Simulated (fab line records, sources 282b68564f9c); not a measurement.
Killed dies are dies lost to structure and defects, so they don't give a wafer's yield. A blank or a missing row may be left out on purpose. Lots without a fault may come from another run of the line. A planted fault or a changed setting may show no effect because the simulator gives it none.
Split-lot experiment | flow rit_cmos | 5 lots, 27 wafers read, on a route of 202 steps

THE SPLIT
At RIT_ACTIVE_ETCH_13 (etches Si3N4 in SF6, stops on SiO2, time 210 s, target depth 210 nm), the setting time_s was moved away from the recipe's 210 s on 9 of the 27 wafers read, by +29.0% to +55.8%. The other wafers ran this setting at the recipe's value.

FROM THE SPLIT TO THE READING: what the file shows between them, 2 steps
- RIT_ACTIVE_STRIP_14: strips in O2, time 180 s
- RIT_FOX2_CLEAN_02: cleans in dHF, time 180 s

THE READING
SiO2_of_ACTIVE_OXIDATION_01.thk_nm (the simulator's own value, which no gauge read), in nm, at RIT_FOX2_WET_ETCH_03 (etches Si3N4 in H3PO4, target depth 195 nm, time 2700 s). The file gives no usual value for it. The 18 wafers here that ran the recipe average 41.949 nm, standard deviation 0.8 nm.

wafer  | tool, chamber at the split | time_s as run, s | against the recipe | SiO2_of_ACTIVE_OXIDATION_01.thk_nm, nm | against lot-mates on the recipe
L075.1 | rie_diel-04, 2             | 210              | recipe             | 42.14                                  | -
L075.2 | rie_diel-04, 1             | 270.8            | +29.0%             | 0                                      | -42.173
L075.4 | rie_diel-04, 3             | 270.8            | +29.0%             | 0                                      | -42.173
L075.6 | rie_diel-04, 3             | 270.8            | +29.0%             | 0                                      | -42.173
L075.3 | rie_diel-04, 0             | 210              | recipe             | 42.26                                  | -
L075.5 | rie_diel-04, 0             | 210              | recipe             | 42.12                                  | -
L077.2 | rie_diel-03, 3             | 210              | recipe             | 41.16                                  | -
L077.4 | rie_diel-03, 0             | 210              | recipe             | 40.81                                  | -
L077.5 | rie_diel-03, 1             | 210              | recipe             | 40.98                                  | -
L078.1 | rie_diel-04, 3             | 210              | recipe             | 41.39                                  | -
L078.2 | rie_diel-04, 0             | 318.3            | +51.6%             | 0                                      | -41.170
L078.3 | rie_diel-04, 1             | 318.3            | +51.6%             | 0                                      | -41.170
L078.4 | rie_diel-04, 2             | 318.3            | +51.6%             | 0                                      | -41.170
L078.5 | rie_diel-04, 2             | 210              | recipe             | 41.3                                   | -
L078.6 | rie_diel-04, 3             | 210              | recipe             | 40.82                                  | -
L081.1 | rie_diel-04, 2             | 210              | recipe             | 42.57                                  | -
L081.2 | rie_diel-04, 0             | 210              | recipe             | 43.03                                  | -
L081.3 | rie_diel-04, 3             | 210              | recipe             | 42.82                                  | -
L081.4 | rie_diel-04, 1             | 210              | recipe             | 42.24                                  | -
L081.5 | rie_diel-04, 3             | 210              | recipe             | 42.92                                  | -
L081.6 | rie_diel-04, 0             | 210              | recipe             | 43.06                                  | -
L085.1 | rie_diel-04, 3             | 327.2            | +55.8%             | 7.375                                  | -34.445
L085.2 | rie_diel-04, 2             | 210              | recipe             | 42.12                                  | -
L085.3 | rie_diel-04, 0             | 210              | recipe             | 42.61                                  | -
L085.4 | rie_diel-04, 1             | 210              | recipe             | 40.73                                  | -
L085.5 | rie_diel-04, 3             | 327.2            | +55.8%             | 7.2                                    | -34.620
L085.6 | rie_diel-04, 2             | 327.2            | +55.8%             | 0                                      | -41.820

THE FIT
A straight line over all 27 wafers: SiO2_of_ACTIVE_OXIDATION_01.thk_nm changes by -0.795 nm for each +1% of time_s; r = -0.94; the points scatter about the line by 7 nm.
The same after taking each lot's own level away (the mean of its wafers on the recipe; 27 wafers): -0.788 nm for each +1%; r = -0.93; scatter 7.1 nm.
On that fit, the largest move of time_s shifts the reading by 44 nm.
The lots' own levels span 40.9833 to 42.7733 nm, that is 2.2 times the standard deviation above.
So the lot-to-lot level changes the slope little: the two slopes agree.
Check: with one of the wafers moved furthest among these (+55.8%) left out of the fit, the line predicts -47.5 nm for it against its lot-mates. It came out at -34.4 nm against them.
Tool readings at the split's step, against how far the setting was moved: oes_product_au r = -0.16.

OTHER SPLITS ON THESE WAFERS
These wafers also went through other splits before the reading. Each is held against what the fit with the lots' levels taken away leaves over:
other split on the same wafers | wafers away from the commonest value | r with SiO2_of_ACTIVE_OXIDATION_01.thk_nm (lot level and that fit taken away)
RIT_ACTIVE_CVD_03 time_s       | 18                                   | +0.54

THE WHOLE CHAIN: every reading that the file lists as answering this split, in the file's order
step                 | what it does                                                        | reading                                                                             | change (the file's fit)               | r (the file's)
RIT_ACTIVE_ETCH_13   | etches Si3N4 in SF6, stops on SiO2, time 210 s, target depth 210 nm | NOVOLAK_of_ACTIVE_COAT_06.thk_nm (the simulator's own value, which no gauge read)   | -2.36 nm for each +1% of the setting  | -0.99
RIT_ACTIVE_ETCH_13   | etches Si3N4 in SF6, stops on SiO2, time 210 s, target depth 210 nm | ACTIVE.feature_depth_nm (the simulator's own value, which no gauge read)            | +0.922 nm for each +1% of the setting | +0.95
RIT_ACTIVE_ETCH_13   | etches Si3N4 in SF6, stops on SiO2, time 210 s, target depth 210 nm | SiO2_of_ACTIVE_OXIDATION_01.thk_nm (the simulator's own value, which no gauge read) | -0.921 nm for each +1% of the setting | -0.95
RIT_FOX2_WET_ETCH_03 | etches Si3N4 in H3PO4, target depth 195 nm, time 2700 s             | SiO2_of_ACTIVE_OXIDATION_01.thk_nm (the simulator's own value, which no gauge read) | -0.818 nm for each +1% of the setting | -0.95

THE FILE'S OWN FIT
SiO2_of_ACTIVE_OXIDATION_01.thk_nm changes by -0.818 nm for each +1% of time_s, r = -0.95.
